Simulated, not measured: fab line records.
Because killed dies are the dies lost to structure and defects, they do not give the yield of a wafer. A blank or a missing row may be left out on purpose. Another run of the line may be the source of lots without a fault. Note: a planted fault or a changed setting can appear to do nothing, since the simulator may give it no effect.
Matching of chambers :: flow berkeley-cmos170 :: UCB170_SPACER_ETCHBACK_03 on rie-diel-04: 4 sister chambers
The step etches SiO2 in CHF3/CF4/Ar, stops on Si, target depth 376 nm, time 100 s. 8 wafers are shown with their chamber, then 7 later ones without.

## WAFERS, EACH WITH ITS CHAMBER
wafer: L231.6
chamber: 1
drypump-motor-current-A (A): 4.9
throttle-valve-pct (%): 6.40

wafer: L233.5
chamber: 2
drypump-motor-current-A (A): 5.5
throttle-valve-pct (%): 6.48

wafer: L234.1
chamber: 2
drypump-motor-current-A (A): 5.5
throttle-valve-pct (%): 6.48

wafer: L234.2
chamber: 1
drypump-motor-current-A (A): 4.9
throttle-valve-pct (%): 6.41

wafer: L241.5
chamber: 0
drypump-motor-current-A (A): 6.0
throttle-valve-pct (%): 6.38

wafer: L241.6
chamber: 3
drypump-motor-current-A (A): 6.7
throttle-valve-pct (%): 6.43

wafer: L247.1
chamber: 0
drypump-motor-current-A (A): 5.9
throttle-valve-pct (%): 6.38

wafer: L247.2
chamber: 3
drypump-motor-current-A (A): 6.7
throttle-valve-pct (%): 6.45

## WAFERS WITH NO CHAMBER GIVEN
wafer: L247.3
drypump-motor-current-A (A): 4.8
throttle-valve-pct (%): 6.39

wafer: L251.1
drypump-motor-current-A (A): 4.9
throttle-valve-pct (%): 6.39

wafer: L251.4
drypump-motor-current-A (A): 6.0
throttle-valve-pct (%): 6.40

wafer: L251.6
drypump-motor-current-A (A): 5.9
throttle-valve-pct (%): 6.39

wafer: L254.2
drypump-motor-current-A (A): 6.0
throttle-valve-pct (%): 6.38

wafer: L254.4
drypump-motor-current-A (A): 4.9
throttle-valve-pct (%): 6.40

wafer: L254.6
drypump-motor-current-A (A): 5.9
throttle-valve-pct (%): 6.41

## THE CHAMBER EACH PASSED THROUGH
wafer: L247.3
from the rows above: 1
in truth: 1

wafer: L251.1
from the rows above: 1
in truth: 1

wafer: L251.4
from the rows above: 0
in truth: 0

wafer: L251.6
from the rows above: 0
in truth: 0

wafer: L254.2
from the rows above: 0
in truth: 0

wafer: L254.4
from the rows above: 1
in truth: 1

wafer: L254.6
from the rows above: 0
in truth: 0
7 of 7 placed correctly. Left unplaced by these rows: 0. Wrongly placed: 0.
How it was worked out, from the rows above alone: a wafer's distance from a chamber is the root of the sum, over the readings, of the square of ((its reading less the chamber's mean) divided by the reading's scatter). If the next closest chamber is less than 2 further off than the closest, the wafer can't be placed; otherwise it belongs to the closest. Each chamber's mean is taken over the wafers shown for it. The scatter: take each reading less its chamber's mean, square it, sum over the shown wafers, divide by the number of wafers less the number of chambers, and take the root.
